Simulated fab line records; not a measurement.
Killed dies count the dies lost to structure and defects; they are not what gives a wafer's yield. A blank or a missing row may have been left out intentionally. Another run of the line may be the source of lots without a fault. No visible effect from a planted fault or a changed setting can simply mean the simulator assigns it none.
Which tool was responsible? ; flow berkeley-cmos170 ; 14 lots, 42 wafers sampled, at 2 steps of a route of 331

== WHAT THE GAUGES SHOWED, per wafer ==
UCB170_FIELD_THK_MEAS_91. Usual: for FIELD_OXIDE_LEFT_2_THK the level is 350 nm and the standard deviation is 9.6.
lot;measured;on;FIELD_OXIDE_LEFT_2_THK (nm);flag
L536;day 6 02:56;film-metro-03;343 339 336;
L538;day 6 21:28;film-metro-04;366 370 359;
L539;day 7 04:10;film-metro-02;357 354 361;
L543;day 8 00:14;film-metro-03;407 394 402 407 394 402;OFF
L542;day 8 00:35;film-metro-02;392 385 385 392 386 385;OFF
L545;day 8 06:08;film-metro-04;352 348 350;
L547;day 8 06:25;film-metro-04;346 341 348;
L553;day 9 15:04;film-metro-02;339 336 327;
L550;day 9 15:29;film-metro-04;343 346 346;
L551;day 9 15:56;film-metro-03;349 351 348;
L552;day 9 16:13;film-metro-02;348 349 340;
L555;day 10 12:09;film-metro-03;353 354 357;
L558;day 10 19:20;film-metro-04;366 355 363;
L557;day 10 19:45;film-metro-03;361 357 366;

== WHAT TOOL EACH LOT RAN ON (gives the tool, then ch and the chambers of the sampled wafers, and finally the start) ==
lot;UCB170_GATE_WET_ETCH_00
L536;wet-bench-04 ch 2, day 6 02:52
L538;wet-bench-02 ch 1, day 6 21:23
L539;wet-bench-02 ch 2, day 7 04:04
L543;wet-bench-04 ch 3, day 8 00:09
L542;wet-bench-04 ch 1, day 8 00:31
L545;wet-bench-04 ch 1, day 8 06:02
L547;wet-bench-04 ch 1, day 8 06:19
L553;wet-bench-04 ch 1, day 9 15:00
L550;wet-bench-03 ch 0, day 9 15:25
L551;wet-bench-03 ch 3, day 9 15:52
L552;wet-bench-03 ch 2, day 9 16:08
L555;wet-bench-02 ch 3, day 10 12:05
L558;wet-bench-02 ch 1, day 10 19:14
L557;wet-bench-02 ch 2, day 10 19:41
- UCB170_GATE_WET_ETCH_00: etches SiO2 in dHF, time 200 s.

== AS READ BY THE TOOLS THEMSELVES (means over the sampled wafers that have a number; for cases with no such wafer, the mark the record gives instead) ==
UCB170_GATE_WET_ETCH_00. Usual: bath-heat-duty-pct 6.2 %, standard deviation 0.78; run-length-s 229 s, standard deviation 3.8.
lot;tool;bath-heat-duty-pct (%);run-length-s (s);flag
L536;wet-bench-04;7.0;235;
L538;wet-bench-02;5.7;226;
L539;wet-bench-02;5.5;232;
L543;wet-bench-04;-;-;OFF
L542;wet-bench-04;-;-;OFF
L545;wet-bench-04;6.8;227;
L547;wet-bench-04;6.5;227;
L553;wet-bench-04;6.7;228;
L550;wet-bench-03;5.7;233;
L551;wet-bench-03;5.5;235;
L552;wet-bench-03;6.4;234;
L555;wet-bench-02;7.7;225;
L558;wet-bench-02;5.4;226;
L557;wet-bench-02;5.3;224;

== THE ANSWER, worked out from the rows above alone ==
Rule: take the mean of a lot's wafers that have a number; if it is more than 3 standard deviations from the usual mean, the lot is off. A lot without any number at a reading at which 4 lots or more have one is off too. Where the step has rows for the other lots, those lots are counted as sound. After the gauges, taken in route order, come the tools' own readings; for these a lot's mean is taken, as printed above. The first step at which some lot is off is used, and at that step the reading that is off furthest; a lot without a number counts as furthest.
Off: L543, L542, seen at UCB170_FIELD_THK_MEAS_91 (FIELD_OXIDE_LEFT_2_THK).
A tool fits if, at a process step before that reading, it ran every lot that is off, and no sound lot after the first of them. Not tried: the gauges at UCB170_FIELD_THK_MEAS_91; whatever is off there is also off at UCB170_GATE_WET_ETCH_00, on other tools, and gauge error can't account for it. Not one of the candidates tried fits.

== WHAT WAS PUT IN BY THE SIMULATOR ==
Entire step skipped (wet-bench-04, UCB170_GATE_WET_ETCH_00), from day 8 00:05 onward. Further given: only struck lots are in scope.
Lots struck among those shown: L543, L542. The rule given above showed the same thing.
